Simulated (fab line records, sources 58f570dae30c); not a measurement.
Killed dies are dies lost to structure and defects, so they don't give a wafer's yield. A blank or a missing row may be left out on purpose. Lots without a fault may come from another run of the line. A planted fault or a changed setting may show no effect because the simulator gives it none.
Which tool did it? | flow berkeley_cmos170 | 14 lots, 42 wafers sampled, at 6 steps of a route of 331

WHAT THE GAUGES READ, wafer by wafer
UCB170_SPACER_THK_MEAS_01. Usual: SPACER_TEOS_THK 378 nm, standard deviation 4.8.
lot  | measured     | on            | SPACER_TEOS_THK (nm)    | flag
L446 | day 7 16:37  | film_metro-02 | 379 382 385             |
L444 | day 7 16:48  | film_metro-02 | 375 380 380             |
L448 | day 8 00:35  | film_metro-03 | 373 376 378             |
L450 | day 8 12:53  | film_metro-02 | 380 381 387             |
L452 | day 9 06:44  | film_metro-03 | 381 383 381             |
L453 | day 9 06:55  | film_metro-04 | 379 373 382             |
L455 | day 10 05:15 | film_metro-03 | 373 384 383             |
L456 | day 10 05:14 | film_metro-02 | 361 374 373             |
L454 | day 10 05:52 | film_metro-03 | 511 516 526 511 516 526 | OFF
L459 | day 10 08:20 | film_metro-03 | 375 382 379             |
L462 | day 10 19:15 | film_metro-04 | 368 372 373             |
L460 | day 10 19:41 | film_metro-04 | 524 523 527 524 524 527 | OFF
L466 | day 12 00:26 | film_metro-03 | 374 381 380             |
L465 | day 12 00:35 | film_metro-04 | 370 371 372             |

UCB170_V1_CD_MEAS_12: target cd 700 nm. Usual: cd_nm 699.4 nm, standard deviation 1.4.
lot  | measured     | on        | cd_nm (nm)        | flag
L446 | day 8 15:46  | cd_sem-01 | 700.2 700.1 699.8 |
L444 | day 8 16:49  | cd_sem-02 | 700.0 698.7 701.7 |
L448 | day 8 21:19  | cd_sem-02 | 698.9 698.8 698.5 |
L450 | day 9 11:51  | cd_sem-01 | 699.4 697.6 698.8 |
L452 | day 10 11:53 | cd_sem-02 | 702.7 702.0 701.5 |
L453 | day 10 13:15 | cd_sem-02 | 699.4 699.5 698.8 |
L455 | day 11 02:13 | cd_sem-02 | 699.5 698.2 699.2 |
L456 | day 11 01:57 | cd_sem-01 | 700.3 701.7 702.0 |
L459 | day 11 09:18 | cd_sem-02 | 701.5 701.3 700.4 |
L462 | day 11 22:23 | cd_sem-02 | 701.3 701.0 701.1 |
L466 | day 12 22:22 | cd_sem-02 | 696.1 696.9 696.9 |
L465 | day 13 01:23 | cd_sem-01 | 699.3 698.0 698.9 |

UCB170_M3_CD_MEAS_90: target cd 700 nm. Usual: cd_nm 700.8 nm, standard deviation 2.6.
lot  | measured     | on        | cd_nm (nm)        | flag
L446 | day 9 00:25  | cd_sem-01 | 701.0 695.4 696.9 |
L444 | day 9 01:12  | cd_sem-02 | 702.3 704.3 702.9 |
L448 | day 9 07:04  | cd_sem-01 | 700.9 700.0 700.8 |
L450 | day 9 20:31  | cd_sem-02 | 697.5 698.2 701.6 |
L452 | day 10 20:52 | cd_sem-02 | 703.8 703.9 702.3 |
L453 | day 10 22:51 | cd_sem-02 | 700.2 699.5 702.4 |
L455 | day 11 13:53 | cd_sem-02 | 702.4 704.6 704.2 |
L456 | day 11 12:20 | cd_sem-02 | 700.0 697.9 698.4 |
L459 | day 11 17:50 | cd_sem-02 | 704.5 701.8 703.5 |
L462 | day 12 09:08 | cd_sem-02 | 700.2 699.6 699.5 |
L466 | day 13 07:12 | cd_sem-01 | 700.9 699.5 699.9 |
L465 | day 13 13:28 | cd_sem-02 | 705.8 701.8 706.7 |

WHICH TOOL RAN EACH LOT (tool, then ch and the chambers of the sampled wafers, then the start)
lot  | UCB170_SPACER_CVD_00            | UCB170_SPACER_ETCHBACK_03          | UCB170_M3_STRIP_19
L446 | pecvd-04 ch 0,1, day 7 16:33    | rie_diel-04 ch 2,3, day 7 22:59    | plasma_asher-02 ch 0,1, day 9 00:19
L444 | pecvd-02 ch 1,2, day 7 16:43    | rie_diel-02 ch 1,2,3, day 7 22:59  | plasma_asher-01 ch 0,1, day 9 01:05
L448 | pecvd-01 ch 0,1, day 8 00:31    | rie_diel-04 ch 0,1,3, day 8 06:13  | plasma_asher-03 ch 0,1, day 9 06:58
L450 | pecvd-04 ch 1,2, day 8 12:50    | rie_diel-03 ch 0,2, day 8 19:34    | plasma_asher-01 ch 1, day 9 20:25
L452 | pecvd-02 ch 0,2, day 9 06:42    | rie_diel-02 ch 1,3, day 9 16:18    | plasma_asher-03 ch 0,1, day 10 20:46
L453 | pecvd-04 ch 0,1,2, day 9 06:52  | rie_diel-04 ch 1,2, day 9 16:18    | plasma_asher-03 ch 1, day 10 22:44
L455 | pecvd-02 ch 1,2, day 10 05:11   | rie_diel-02 ch 0,2,3, day 10 08:50 | plasma_asher-03 ch 0,1, day 11 13:46
L456 | pecvd-04 ch 0,1, day 10 05:11   | rie_diel-03 ch 1,3, day 10 08:50   | plasma_asher-03 ch 0,1, day 11 12:13
L454 | pecvd-04 ch 0,1,2, day 10 05:49 | rie_diel-04 ch 0,2, day 10 14:36   | -
L459 | pecvd-02 ch 0,1, day 10 08:16   | rie_diel-04 ch 0,1,2, day 10 14:32 | plasma_asher-01 ch 0,1, day 11 17:43
L462 | pecvd-01 ch 0,2, day 10 19:12   | rie_diel-02 ch 0,1,2, day 10 22:43 | plasma_asher-01 ch 0,1, day 12 08:40
L460 | pecvd-04 ch 1,2, day 10 19:37   | rie_diel-04 ch 1,2, day 11 00:23   | -
L466 | pecvd-02 ch 1,2, day 12 00:24   | rie_diel-04 ch 1,2,3, day 12 03:55 | plasma_asher-02 ch 0,1, day 13 07:06
L465 | pecvd-01 ch 0,1, day 12 00:32   | rie_diel-03 ch 2,3, day 12 03:55   | plasma_asher-02 ch 0,1, day 13 13:21
- UCB170_SPACER_CVD_00: deposits SiO2 from TEOS/O2, target thk 376 nm, time 47 s.
- UCB170_SPACER_ETCHBACK_03: etches SiO2 in CHF3/CF4/Ar, stops on Si, target depth 376 nm, time 100 s.
- UCB170_M3_STRIP_19: strips in O2.

WHAT THE TOOLS THEMSELVES READ (means of the sampled wafers that have a number; where no wafer has one, the mark that the record gives instead)
UCB170_SPACER_CVD_00. Usual: heater_power_w 255 W, standard deviation 39.
lot  | tool     | heater_power_w (W) | flag
L446 | pecvd-04 | 244                |
L444 | pecvd-02 | 261                |
L448 | pecvd-01 | 303                |
L450 | pecvd-04 | 251                |
L452 | pecvd-02 | 226                |
L453 | pecvd-04 | 262                |
L455 | pecvd-02 | 297                |
L456 | pecvd-04 | 224                |
L454 | pecvd-04 | 258                |
L459 | pecvd-02 | 207                |
L462 | pecvd-01 | 262                |
L460 | pecvd-04 | 257                |
L466 | pecvd-02 | 277                |
L465 | pecvd-01 | 286                |

UCB170_SPACER_ETCHBACK_03. Usual: drypump_motor_current_A 5.86 A, standard deviation 0.29; oes_product_au 0.903 a.u., standard deviation 0.015; throttle_valve_pct 6.47 %, standard deviation 0.12.
lot  | tool        | drypump_motor_current_A (A) | oes_product_au (a.u.) | throttle_valve_pct (%) | flag
L446 | rie_diel-04 | 5.85                        | 0.903                 | 6.63                   |
L444 | rie_diel-02 | 5.64                        | 0.893                 | 6.36                   |
L448 | rie_diel-04 | 5.97                        | 0.893                 | 6.55                   |
L450 | rie_diel-03 | 5.64                        | 0.917                 | 6.43                   |
L452 | rie_diel-02 | 5.70                        | 0.909                 | 6.29                   |
L453 | rie_diel-04 | 6.02                        | 0.899                 | 6.55                   |
L455 | rie_diel-02 | 5.71                        | 0.905                 | 6.46                   |
L456 | rie_diel-03 | 6.15                        | 0.893                 | 6.47                   |
L454 | rie_diel-04 | 5.68                        | 1.003                 | 6.63                   | OFF
L459 | rie_diel-04 | 5.94                        | 0.905                 | 6.55                   |
L462 | rie_diel-02 | 5.87                        | 0.891                 | 6.46                   |
L460 | rie_diel-04 | 6.01                        | 1.007                 | 6.57                   | OFF
L466 | rie_diel-04 | 6.02                        | 0.899                 | 6.56                   |
L465 | rie_diel-03 | 5.70                        | 0.898                 | 6.41                   |

UCB170_M3_STRIP_19. Usual: drypump_motor_current_A 5.3 A, standard deviation 0.35; oes_product_au 0.549 a.u., standard deviation 0.011.
lot  | tool            | drypump_motor_current_A (A) | oes_product_au (a.u.) | flag
L446 | plasma_asher-02 | 5.3                         | 0.552                 |
L444 | plasma_asher-01 | 5.5                         | 0.544                 |
L448 | plasma_asher-03 | 4.8                         | 0.553                 |
L450 | plasma_asher-01 | 5.3                         | 0.556                 |
L452 | plasma_asher-03 | 4.9                         | 0.541                 |
L453 | plasma_asher-03 | 4.9                         | 0.556                 |
L455 | plasma_asher-03 | 4.9                         | 0.544                 |
L456 | plasma_asher-03 | 5.0                         | 0.552                 |
L459 | plasma_asher-01 | 5.7                         | 0.540                 |
L462 | plasma_asher-01 | 5.7                         | 0.547                 |
L466 | plasma_asher-02 | 5.5                         | 0.550                 |
L465 | plasma_asher-02 | 5.5                         | 0.540                 |

THE ANSWER, worked out from the rows above alone
Rule: a lot is off if the mean of its wafers that have a number lies more than 3 standard deviations from the usual mean. A lot without any number at a reading at which 4 lots or more have one is off too. The other lots that the step has rows for count as sound. The gauges are gone through in route order, then the tools' own readings, and for those a lot's mean is taken as printed above. The first step at which some lot is off is used, and at that step the reading that is off furthest; a lot without a number counts as furthest.
Off: L454, L460, at UCB170_SPACER_THK_MEAS_01 (SPACER_TEOS_THK).
A tool fits if, at a process step before that reading, it ran every lot that is off, and no sound lot after the first of them. The gauges at UCB170_SPACER_THK_MEAS_01 aren't tried: what is off there is off at UCB170_SPACER_ETCHBACK_03 too, on other tools, and a gauge's error can't cause that. One fits: pecvd-04 at UCB170_SPACER_CVD_00. Its last sound lot is L456 (day 10 05:11), its first lot that is off L454 (day 10 05:49): a fault that began between those two fits.

WHAT THE SIMULATOR HAD PUT IN
Process parameter drift: pecvd-04, from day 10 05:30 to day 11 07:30, at UCB170_SPACER_CVD_00. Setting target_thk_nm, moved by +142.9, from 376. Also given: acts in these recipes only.
Lots struck among those shown: L454, L460. The rule above found the same.
